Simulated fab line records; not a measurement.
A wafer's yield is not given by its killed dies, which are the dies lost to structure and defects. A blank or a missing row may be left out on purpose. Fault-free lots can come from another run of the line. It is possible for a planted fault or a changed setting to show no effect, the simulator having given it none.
fab line records	flow rit-cmos
record: lots: 14	wafers: 42	last-day: 19
route steps=202 shown PSD@148 M1@184
lots that met no fault: taken from a fault-free run of the same line
start-h: hours from the record's opening day to when the first of the lot's shown wafers began	wait-h: time in hours since the lot's previous step	" unchanged from the row above	L1.1+2: several wafers, shown together as one row	- no value, or no start was given	* or withheld: withheld	< > ~ a bound
route shown NAME@n: a module of which the file shows steps, and the number in the route of the first	usual: mean and standard deviation over wafers with no fault	same: alike in all rows	chamber/n: place in a boat	sites: readings site by site	_std_site: the standard deviation of these	_edge_site: outer sites' mean less inner sites'	radius-mm: how far each site lies from the wafer's centre	mask NAME#n: copy n	behind: the tool/chamber that last shaped the wafer	hold: the reason the lot was held/the length of the hold in hours/how it ended	device: transistor that didn't switch, given as n, p or np	end of line: the route-end tests of the same wafers	step lacking rows: just its recipe	killed: at the first sort, the dies lost to defects and structure; wafer yield is something else	map: a wafer's dies, marking killed ones x, the rest . and places with no die _
set.NAME: setting as actually run; set.NAME@STEP: the setting as run at that earlier step	model.NAME: the simulator's own value behind a step, which no gauge read
route steps across a sampled set of lots; one table per step, one row per wafer
services: the hour from which a tool's chamber was out of use, counted from the record's first day as start-h (under 0 if before that day), plus the number of hours and why
== steps ==
step: RIT_PSD_OVL_MEAS_06
usual: PSD_OVL: -0.8/1.7
lot.wafer	tool	chamber	start-h	wait-h	PSD_OVL[nm]
L566.1	overlay-02	-	50.03	-	0.2
L566.2	"	-	"	"	-0.5
L566.5	"	-	"	"	-0.1
L568.2	overlay-01	-	66.52	-	-1.7
L568.4	"	-	"	"	-1.2
L568.6	"	-	"	"	-1.3
L569.1	overlay-02	-	72.86	-	-1.0
L569.2	"	-	"	"	-2.4
L569.6	"	-	"	"	-1.7
L570.1	overlay-02	-	79.66	-	-0.3
L570.2	"	-	"	"	0.7
L570.5	"	-	"	"	-0.1
L572.1	overlay-02	-	84.72	-	-0.6
L572.2	"	-	"	"	-0.5
L572.4	"	-	"	"	-0.5
L573.2	overlay-02	-	91.70	-	3.1
L573.5	"	-	"	"	1.9
L573.6	"	-	"	"	1.7
L574.1	overlay-01	-	94.77	-	0.1
L574.4	"	-	"	"	0.0
L574.5	"	-	"	"	0.1
L576.3	overlay-01	-	109.89	-	-1.2
L576.4	"	-	"	"	-1.0
L576.5	"	-	"	"	-1.4
L577.3	overlay-01	-	111.41	-	-2.8
L577.4	"	-	"	"	-0.2
L577.5	"	-	"	"	-2.3
L583.1	overlay-02	-	140.34	-	0.9
L583.2	"	-	"	"	0.2
L583.3	"	-	"	"	0.2
L585.1	overlay-02	-	148.43	-	-0.5
L585.3	"	-	"	"	-1.6
L585.6	"	-	"	"	-0.9
L586.4	overlay-02	-	154.63	-	-1.4
L586.5	"	-	"	"	-2.0
L586.6	"	-	"	"	-1.8
L587.2	overlay-02	-	159.62	-	-3.0
L587.3	"	-	"	"	-1.3
L587.6	"	-	"	"	-1.0
L588.2	overlay-02	-	440.80	-	-0.3
L588.4	"	-	"	"	-0.1
L588.5	"	-	"	"	1.6
step: RIT_M1_SPUTTER_00
recipe: material: Al	target-thk-nm: 400	power-w: 2000	chamber-pressure-pa: 0.4	gas: Ar	time-s: 500	substrate-temp-c: 25
usual: throttle-valve-pct: 29.9/0.93
lot.wafer	tool	chamber	start-h	wait-h	throttle-valve-pct
L566.1	pvd-sputter-01	-	54.59	0.0	28.4
L566.2	"	-	"	"	29.8
L566.5	"	-	"	"	29.9
L568.2	pvd-sputter-03	-	70.85	0.0	28.7
L568.4	"	-	"	"	29.4
L568.6	"	-	"	"	29.4
L569.1	pvd-sputter-02	-	77.26	0.0	30.7
L569.2	"	-	"	"	30.9
L569.6	"	-	"	"	31.0
L570.1	pvd-sputter-02	-	84.00	0.0	29.3
L570.2	"	-	"	"	31.1
L570.5	"	-	"	"	28.7
L572.1	pvd-sputter-02	-	89.16	0.0	30.9
L572.2	"	-	"	"	31.0
L572.4	"	-	"	"	30.7
L573.2	pvd-sputter-01	-	96.20	0.0	28.9
L573.5	"	-	"	"	30.0
L573.6	"	-	"	"	29.7
L574.1	pvd-sputter-02	-	99.30	0.0	30.8
L574.4	"	-	"	"	29.0
L574.5	"	-	"	"	31.0
L576.3	pvd-sputter-03	-	114.70	0.0	28.6
L576.4	"	-	"	"	29.3
L576.5	"	-	"	"	29.5
L577.3	pvd-sputter-01	-	115.99	0.0	28.7
L577.4	"	-	"	"	29.9
L577.5	"	-	"	"	29.9
L583.1	pvd-sputter-03	-	144.70	0.0	31.3
L583.2	"	-	"	"	28.6
L583.3	"	-	"	"	29.4
L585.1	pvd-sputter-01	-	152.71	0.0	29.7
L585.3	"	-	"	"	28.9
L585.6	"	-	"	"	28.9
L586.4	pvd-sputter-01	-	159.11	0.0	29.9
L586.5	"	-	"	"	29.9
L586.6	"	-	"	"	30.1
L587.2	pvd-sputter-02	-	164.06	0.0	29.3
L587.3	"	-	"	"	30.9
L587.6	"	-	"	"	30.9
L588.2	pvd-sputter-02	-	445.71	0.0	30.7
L588.4	"	-	"	"	30.9
L588.5	"	-	"	"	30.6
step: RIT_M1_OVL_MEAS_10
usual: M1_OVL: -0.5/1.3
lot.wafer	tool	chamber	start-h	wait-h	M1_OVL[nm]
L566.1	overlay-01	-	56.15	0.1	-0.2
L566.2	"	-	"	"	-1.0
L566.5	"	-	"	"	-0.1
L568.2	overlay-02	-	72.48	0.1	0.5
L568.4	"	-	"	"	1.1
L568.6	"	-	"	"	-0.2
L569.1	overlay-02	-	78.90	0.1	1.8
L569.2	"	-	"	"	0.2
L569.6	"	-	"	"	2.0
L570.1	overlay-02	-	85.61	0.1	0.7
L570.2	"	-	"	"	0.1
L570.5	"	-	"	"	1.4
L572.1	overlay-02	-	90.76	0.1	-2.2
L572.2	"	-	"	"	-2.8
L572.4	"	-	"	"	-2.3
L573.2	overlay-02	-	97.68	0.1	-1.1
L573.5	"	-	"	"	-1.3
L573.6	"	-	"	"	0.9
L574.1	overlay-01	-	100.77	0.1	-2.4
L574.4	"	-	"	"	-3.3
L574.5	"	-	"	"	-1.8
L576.3	overlay-02	-	116.19	0.1	-0.9
L576.4	"	-	"	"	-0.7
L576.5	"	-	"	"	-1.7
L577.3	overlay-01	-	117.83	0.1	-1.2
L577.4	"	-	"	"	-0.3
L577.5	"	-	"	"	-1.4
L583.1	overlay-02	-	146.31	0.1	-1.4
L583.2	"	-	"	"	-1.9
L583.3	"	-	"	"	-0.9
L585.1	overlay-01	-	154.34	0.1	-0.5
L585.3	"	-	"	"	-0.8
L585.6	"	-	"	"	-0.6
L586.4	overlay-02	-	160.73	0.1	-0.4
L586.5	"	-	"	"	-0.9
L586.6	"	-	"	"	0.5
L587.2	overlay-02	-	165.66	0.1	0.9
L587.3	"	-	"	"	0.3
L587.6	"	-	"	"	-0.1
L588.2	overlay-01	-	447.29	0.1	0.9
L588.4	"	-	"	"	0.1
L588.5	"	-	"	"	-0.2
step: RIT_M1_STRIP_14
recipe: chemistry: O2	time-s: 180	platen-temp-c: withheld	power-w: 500	pressure-mtorr: 4000	o2-flow-sccm: 4000
usual: drypump-motor-current-A: 6.2/0.38
lot.wafer	tool	chamber	start-h	wait-h	drypump-motor-current-A	rf-hours-counter-h
L566.1	plasma-asher-02	1	56.77	0.0	5.9	36
L566.2	"	0	"	"	5.6	36
L566.5	"	0	"	"	5.7	-
L568.2	plasma-asher-03	1	73.09	0.0	6.3	44
L568.4	"	1	"	"	6.3	-
L568.6	"	1	"	"	6.3	-
L569.1	plasma-asher-04	1	79.52	0.0	6.2	29
L569.2	"	0	"	"	6.0	29
L569.6	"	0	"	"	6.0	-
L570.1	plasma-asher-02	1	86.23	0.0	5.8	39
L570.2	"	0	"	"	5.6	39
L570.5	"	0	"	"	5.6	-
L572.1	plasma-asher-02	0	91.39	0.0	5.7	40
L572.2	"	1	"	"	5.8	40
L572.4	"	0	"	"	5.6	-
L573.2	plasma-asher-04	1	98.30	0.0	6.2	31
L573.5	"	0	"	"	6.0	-
L573.6	"	1	"	"	6.2	-
L574.1	plasma-asher-02	1	101.41	0.0	5.8	40
L574.4	"	0	"	"	5.7	-
L574.5	"	0	"	"	5.6	-
L576.3	plasma-asher-04	1	117.33	0.1	6.2	-
L576.4	"	0	"	"	6.0	-
L576.5	"	1	"	"	6.2	-
L577.3	plasma-asher-03	1	118.51	0.1	6.3	-
L577.4	"	0	"	"	6.8	-
L577.5	"	0	"	"	6.8	-
L583.1	plasma-asher-02	1	146.94	0.0	5.8	45
L583.2	"	0	"	"	5.7	45
L583.3	"	1	"	"	5.8	-
L585.1	plasma-asher-02	1	154.97	0.0	5.8	47
L585.3	"	0	"	"	5.7	-
L585.6	"	1	"	"	5.8	-
L586.4	plasma-asher-02	0	161.41	0.1	5.6	-
L586.5	"	1	"	"	5.9	-
L586.6	"	0	"	"	5.6	-
L587.2	plasma-asher-03	0	166.30	0.0	6.8	54
L587.3	"	1	"	"	6.3	-
L587.6	"	1	"	"	6.4	-
L588.2	plasma-asher-03	0	448.09	0.0	6.8	82
L588.4	"	0	"	"	6.8	-
L588.5	"	0	"	"	6.8	-
step: RIT_M1_PROBE_99
usual: defect-limited-yield: 97.5/1.2	killed_at_M0_to_M3: 0/0	killed-at-contacts: 0.1/0.27	killed-at-front-end: 6/3	killed-dies: 7/3	killed-on-rim: 1.7/1.4	killed-open: 3.1/2	killed-short: 3.4/2	sort_bin_3_pad_short: 0.1/0.23	sort_bin_5_function: 1.4/0.76	sort_bin_6_memory: 0.9/0.63	sort-n-pass: 257/3	sort-yield-pct: 97.5/1.2
same: gross-dies: 264	killed_at_M4_up: 0	killed-at-back-side: 0	killed-at-other: 0
lot.wafer	tool	chamber	start-h	wait-h	defect-limited-yield[%]	killed_at_M0_to_M3	killed-at-contacts	killed-at-front-end	killed-dies	killed-on-rim	killed-open	killed-short	sort_bin_3_pad_short[%]	sort_bin_5_function[%]	sort_bin_6_memory[%]	sort-n-pass	sort-yield-pct[%]
L566.1	prober-01	-	58.68	0.1	95.8	0	1	10	11	3	5	6	0.4	2.3	1.5	253	95.8
L566.2	prober-01	-	58.73	0.1	97.7	0	0	6	6	1	5	1	0	1.5	0.8	258	97.7
L566.5	prober-01	-	58.88	0.2	96.6	0	1	8	9	2	6	3	0	2.7	0.8	255	96.6
L568.2	prober-01	-	75.06	0.1	97.7	0	0	6	6	2	4	2	0.4	0.8	1.1	258	97.7
L568.4	prober-01	-	75.16	0.2	97.0	0	1	7	8	0	2	6	0.8	1.5	0.8	256	97.0
L568.6	prober-01	-	75.26	0.2	97.7	0	0	6	6	1	3	3	0.4	1.5	0.4	258	97.7
L569.1	prober-02	-	81.44	0.1	97.7	0	0	6	6	1	5	1	0	0.8	1.5	258	97.7
L569.2	prober-02	-	81.49	0.1	95.5	0	0	12	12	1	4	8	0	3.8	0.8	252	95.5
L569.6	prober-02	-	81.69	0.2	98.5	0	0	4	4	0	1	3	0	0.4	1.1	260	98.5
L570.1	prober-01	-	88.14	0.1	97.0	0	0	8	8	4	6	2	0	0.8	2.3	256	97.0
L570.2	prober-01	-	88.19	0.1	98.5	0	0	4	4	0	2	2	0	0.8	0.8	260	98.5
L570.5	prober-01	-	88.34	0.2	98.1	0	0	5	5	1	2	3	0	0.8	1.1	259	98.1
L572.1	prober-01	-	93.30	0.1	95.5	0	0	12	12	4	4	8	0.4	2.7	1.5	252	95.5
L572.2	prober-01	-	93.35	0.1	98.9	0	0	3	3	1	1	2	0	0.8	0.4	261	98.9
L572.4	prober-01	-	93.45	0.2	98.9	0	0	3	3	0	2	1	0	0.8	0.4	261	98.9
L573.2	prober-02	-	100.26	0.1	98.5	0	0	4	4	2	3	1	0	0.8	0.8	260	98.5
L573.5	prober-02	-	100.41	0.2	98.1	0	1	4	5	3	2	3	0	1.9	0	259	98.1
L573.6	prober-02	-	100.46	0.2	98.5	0	0	4	4	1	1	3	0	1.1	0.4	260	98.5
L574.1	prober-01	-	103.33	0.1	97.3	0	0	7	7	1	4	3	0	1.5	1.1	257	97.3
L574.4	prober-01	-	103.48	0.2	97.0	0	0	8	8	0	3	5	0	1.9	1.1	256	97.0
L574.5	prober-01	-	103.53	0.2	97.0	0	0	8	8	1	3	5	0.4	1.5	1.1	256	97.0
L576.3	prober-01	-	120.57	0.2	97.7	0	0	6	6	1	2	4	0.4	0.8	1.1	258	97.7
L576.4	prober-01	-	120.62	0.2	95.5	0	0	12	12	1	4	8	0.4	1.9	2.3	252	95.5
L576.5	prober-01	-	120.67	0.2	97.3	0	0	7	7	2	6	1	0	2.3	0.4	257	97.3
L577.3	prober-02	-	120.57	0.2	97.7	0	0	6	6	0	3	3	0.4	1.9	0	258	97.7
L577.4	prober-02	-	120.62	0.2	96.2	0	0	10	10	3	5	5	0	3.4	0.4	254	96.2
L577.5	prober-02	-	120.67	0.2	96.2	0	0	10	10	3	5	5	0	2.3	1.5	254	96.2
L583.1	prober-01	-	148.85	0.1	96.6	0	0	9	9	2	6	3	0	1.5	1.9	255	96.6
L583.2	prober-01	-	148.90	0.1	96.6	0	0	9	9	3	4	5	0.4	1.5	1.5	255	96.6
L583.3	prober-01	-	148.95	0.2	96.2	0	0	10	10	2	3	7	0	2.7	1.1	254	96.2
L585.1	prober-02	-	156.88	0.1	83.7	39	0	4	43	0	3	1	3.4	11.7	1.1	221	83.7
L585.3	prober-02	-	156.98	0.2	98.5	0	0	4	4	0	2	2	0	1.1	0.4	260	98.5
L585.6	prober-02	-	157.13	0.2	97.0	0	0	8	8	3	4	4	0	1.5	1.5	256	97.0
L586.4	prober-01	-	163.41	0.2	98.1	0	0	5	5	3	4	1	0	1.9	0	259	98.1
L586.5	prober-01	-	163.46	0.2	81.4	40	0	9	49	4	5	4	4.2	12.1	2.3	215	81.4
L586.6	prober-01	-	163.51	0.2	96.6	0	0	9	9	3	5	4	0	1.5	1.9	255	96.6
L587.2	prober-02	-	168.26	0.1	99.2	0	0	2	2	1	1	1	0	0.4	0.4	262	99.2
L587.3	prober-02	-	168.31	0.2	98.9	0	0	3	3	3	1	2	0	0.4	0.8	261	98.9
L587.6	prober-02	-	168.46	0.2	98.1	0	0	5	5	0	2	3	0.4	1.1	0.4	259	98.1
L588.2	prober-01	-	450.05	0.1	95.8	0	0	11	11	2	6	5	0.4	2.7	1.1	253	95.8
L588.4	prober-01	-	450.15	0.2	97.7	0	0	6	6	2	3	3	0	1.5	0.8	258	97.7
L588.5	prober-01	-	450.20	0.2	96.6	0	0	9	9	4	4	5	0	1.9	1.5	255	96.6
killed by level:class
L566.1 GATE:geometric-particle:short=4 GATE:geometric-particle:open=2 SPACER:geometric-particle:open=2 FOX2:geometric-particle:short=1 SILICIDE:geometric-particle:short=1 CONTACT:geometric-particle:open=1
L566.2 GATE:geometric-particle:open=3 FOX1:geometric-particle:short=1 FOX1:geometric-particle:open=1 FOX2:geometric-particle:open=1
L566.5 FOX2:geometric-particle:open=2 GATE:geometric-particle:short=2 GATE:geometric-particle:open=2 FOX1:geometric-particle:open=1 SPACER:geometric-particle:short=1 CONTACT:geometric-particle:open=1
L568.2 GATE:geometric-particle:open=2 FOX1:geometric-particle:open=1 REOX:geometric-particle:short=1 SPACER:geometric-particle:short=1 SILICIDE:geometric-particle:open=1
L568.4 REOX:geometric-particle:short=3 SPACER:geometric-particle:short=2 CONTACT:geometric-particle:short=1 REOX:geometric-particle:open=1 SILICIDE:geometric-particle:open=1
L568.6 GATE:geometric-particle:short=2 GATE:geometric-particle:open=1 SPACER:geometric-particle:open=1 REOX:geometric-particle:open=1 SPACER:geometric-particle:short=1
L569.1 GATE:geometric-particle:open=3 GATE:geometric-particle:short=1 REOX:geometric-particle:open=1 SPACER:geometric-particle:open=1
L569.2 GATE:geometric-particle:short=6 GATE:geometric-particle:open=4 REOX:geometric-particle:short=1 SPACER:geometric-particle:short=1
L569.6 GATE:geometric-particle:short=2 FOX1:geometric-particle:open=1 SILICIDE:geometric-particle:short=1
L570.1 FOX2:geometric-particle:open=2 SPACER:geometric-particle:open=2 FOX1:geometric-particle:open=1 GATE:geometric-particle:open=1 SPACER:geometric-particle:short=1 SILICIDE:geometric-particle:short=1
L570.2 FOX2:geometric-particle:open=1 GATE:geometric-particle:short=1 SPACER:geometric-particle:short=1 SILICIDE:geometric-particle:open=1
L570.5 FOX2:geometric-particle:short=2 GATE:geometric-particle:open=1 SILICIDE:geometric-particle:open=1 SILICIDE:geometric-particle:short=1
L572.1 SPACER:geometric-particle:short=5 SPACER:geometric-particle:open=3 FOX1:geometric-particle:short=1 GATE:geometric-particle:short=1 REOX:geometric-particle:short=1 REOX:geometric-particle:open=1
L572.2 GATE:geometric-particle:short=2 GATE:geometric-particle:open=1
L572.4 REOX:geometric-particle:open=1 SPACER:geometric-particle:short=1 SILICIDE:geometric-particle:open=1
L573.2 FOX2:geometric-particle:open=1 GATE:geometric-particle:open=1 GATE:geometric-particle:short=1 SILICIDE:geometric-particle:open=1
L573.5 SPACER:geometric-particle:short=2 GATE:geometric-particle:short=1 SILICIDE:geometric-particle:open=1 CONTACT:geometric-particle:open=1
L573.6 ACTIVE:geometric-particle:short=1 FOX1:geometric-particle:short=1 SPACER:geometric-particle:open=1 SILICIDE:geometric-particle:short=1
L574.1 GATE:geometric-particle:open=3 SPACER:geometric-particle:short=2 FOX2:geometric-particle:short=1 SPACER:geometric-particle:open=1
L574.4 FOX2:geometric-particle:short=2 SPACER:geometric-particle:short=2 FOX2:geometric-particle:open=1 GATE:geometric-particle:short=1 REOX:geometric-particle:open=1 SPACER:geometric-particle:open=1
L574.5 FOX1:geometric-particle:short=1 FOX2:geometric-particle:short=1 GATE:geometric-particle:short=1 GATE:geometric-particle:open=1 SPACER:geometric-particle:short=1 SPACER:geometric-particle:open=1 SILICIDE:geometric-particle:open=1 SILICIDE:geometric-particle:short=1
L576.3 GATE:geometric-particle:short=3 FOX1:geometric-particle:open=1 FOX1:geometric-particle:short=1 GATE:geometric-particle:open=1
L577.3 FOX2:geometric-particle:open=2 FOX1:geometric-particle:open=1 FOX1:geometric-particle:short=1 FOX2:geometric-particle:short=1 GATE:geometric-particle:short=1
L576.4 GATE:geometric-particle:short=5 SPACER:geometric-particle:short=3 GATE:geometric-particle:open=2 FOX1:geometric-particle:open=1 SPACER:geometric-particle:open=1
L577.4 GATE:geometric-particle:open=3 FOX2:geometric-particle:short=2 FOX1:geometric-particle:open=1 FOX1:geometric-particle:short=1 FOX2:geometric-particle:open=1 GATE:geometric-particle:short=1 SILICIDE:geometric-particle:short=1
L576.5 GATE:geometric-particle:open=2 FOX1:geometric-particle:open=1 FOX2:geometric-particle:open=1 GATE:geometric-particle:short=1 REOX:geometric-particle:open=1 SILICIDE:geometric-particle:open=1
L577.5 GATE:geometric-particle:short=3 FOX2:geometric-particle:open=2 GATE:geometric-particle:open=2 FOX1:geometric-particle:short=1 REOX:geometric-particle:open=1 SILICIDE:geometric-particle:short=1
L583.1 FOX1:geometric-particle:open=3 GATE:geometric-particle:short=2 FOX2:geometric-particle:short=1 GATE:geometric-particle:open=1 SPACER:geometric-particle:open=1 SILICIDE:geometric-particle:open=1
L583.2 GATE:geometric-particle:short=3 GATE:geometric-particle:open=2 FOX1:geometric-particle:short=1 REOX:geometric-particle:open=1 SPACER:geometric-particle:open=1 SILICIDE:geometric-particle:short=1
L583.3 GATE:geometric-particle:short=3 FOX1:geometric-particle:short=2 GATE:geometric-particle:open=2 FOX1:geometric-particle:open=1 FOX2:geometric-particle:short=1 REOX:geometric-particle:short=1
L585.1 M1:unspecified=39 FOX1:geometric-particle:open=1 REOX:geometric-particle:open=1 SPACER:geometric-particle:open=1 SILICIDE:geometric-particle:short=1
L585.3 GATE:geometric-particle:open=2 SPACER:geometric-particle:short=1 SILICIDE:geometric-particle:short=1
L585.6 SPACER:geometric-particle:open=3 FOX1:geometric-particle:short=1 GATE:geometric-particle:short=1 REOX:geometric-particle:short=1 REOX:geometric-particle:open=1 SPACER:geometric-particle:short=1
L586.4 FOX1:geometric-particle:open=1 GATE:geometric-particle:open=1 GATE:geometric-particle:short=1 REOX:geometric-particle:open=1 SILICIDE:geometric-particle:open=1
L586.5 M1:unspecified=40 GATE:geometric-particle:short=2 GATE:geometric-particle:open=2 REOX:geometric-particle:open=2 REOX:geometric-particle:short=1 SILICIDE:geometric-particle:short=1 SILICIDE:geometric-particle:open=1
L586.6 FOX2:geometric-particle:open=2 GATE:geometric-particle:short=2 SILICIDE:geometric-particle:open=2 FOX1:geometric-particle:short=1 FOX2:geometric-particle:short=1 GATE:geometric-particle:open=1
L587.2 FOX2:geometric-particle:open=1 SPACER:geometric-particle:short=1
L587.3 REOX:geometric-particle:short=1 SPACER:geometric-particle:short=1 SPACER:geometric-particle:open=1
L587.6 SPACER:geometric-particle:short=2 GATE:geometric-particle:short=1 GATE:geometric-particle:open=1 SILICIDE:geometric-particle:open=1
L588.2 GATE:geometric-particle:open=3 FOX2:geometric-particle:short=2 FOX2:geometric-particle:open=2 FOX1:geometric-particle:short=1 GATE:geometric-particle:short=1 SPACER:geometric-particle:short=1 SILICIDE:geometric-particle:open=1
L588.4 FOX2:geometric-particle:open=2 ACTIVE:geometric-particle:short=1 FOX1:geometric-particle:open=1 FOX1:geometric-particle:short=1 SILICIDE:geometric-particle:short=1
L588.5 GATE:geometric-particle:short=3 REOX:geometric-particle:short=2 ACTIVE:geometric-particle:open=1 FOX1:geometric-particle:open=1 REOX:geometric-particle:open=1 SPACER:geometric-particle:open=1
== services ==
tool	chamber	start-h	hours	kind
plasma-asher-03	-	56.59	2.4	repair
pvd-sputter-03	-	85.99	0.6	repair
pvd-sputter-03	-	97.40	8.0	repair
plasma-asher-02	-	105.02	4.3	repair
pvd-sputter-01	-	105.71	5.2	repair
pvd-sputter-02	-	126.24	7.0	repair
plasma-asher-02	-	135.24	0.7	repair
pvd-sputter-02	-	150.76	13.1	repair
plasma-asher-04	-	162.32	2.8	pm
pvd-sputter-03	-	181.97	2.9	repair
plasma-asher-03	-	373.70	14.6	pm
pvd-sputter-01	-	388.73	24.6	repair
plasma-asher-02	-	420.17	1.0	repair
plasma-asher-02	-	421.25	9.0	pm
plasma-asher-02	0	421.25	9.0	vent-cycle
plasma-asher-02	1	421.25	9.0	vent-cycle
pvd-sputter-02	-	426.57	3.6	repair
plasma-asher-02	0	430.25	-	clean
plasma-asher-02	1	430.25	-	clean
pvd-sputter-02	-	430.80	4.3	repair
pvd-sputter-01	-	443.49	2.4	repair
== key ==
first-sign: step: RIT_M1_PROBE_99	reading: killed_at_M0_to_M3	direction: up	sigmas: 40	usual: 0	struck: 39.5
effect: step: RIT_M1_PROBE_99	reading: sort_bin_5_function	direction: up	sigmas: 14	usual: 1.4	struck: 11.9
met-at RIT_M1_SPUTTER_00
struck-lots L585,L586
struck-wafers L585.1,L586.5
not-acting-at RIT_PSD_OVL_MEAS_06,RIT_M1_OVL_MEAS_10,RIT_M1_STRIP_14
onset-between 96.20 152.71
fault: kind: chamber-particle-source	tool: pvd-sputter-01	chamber: -	onset-h: 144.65	steps: RIT_M1_SPUTTER_00	rate-per-visit-cm2: 1.8465	end-h: 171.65	scope: struck-wafers-only
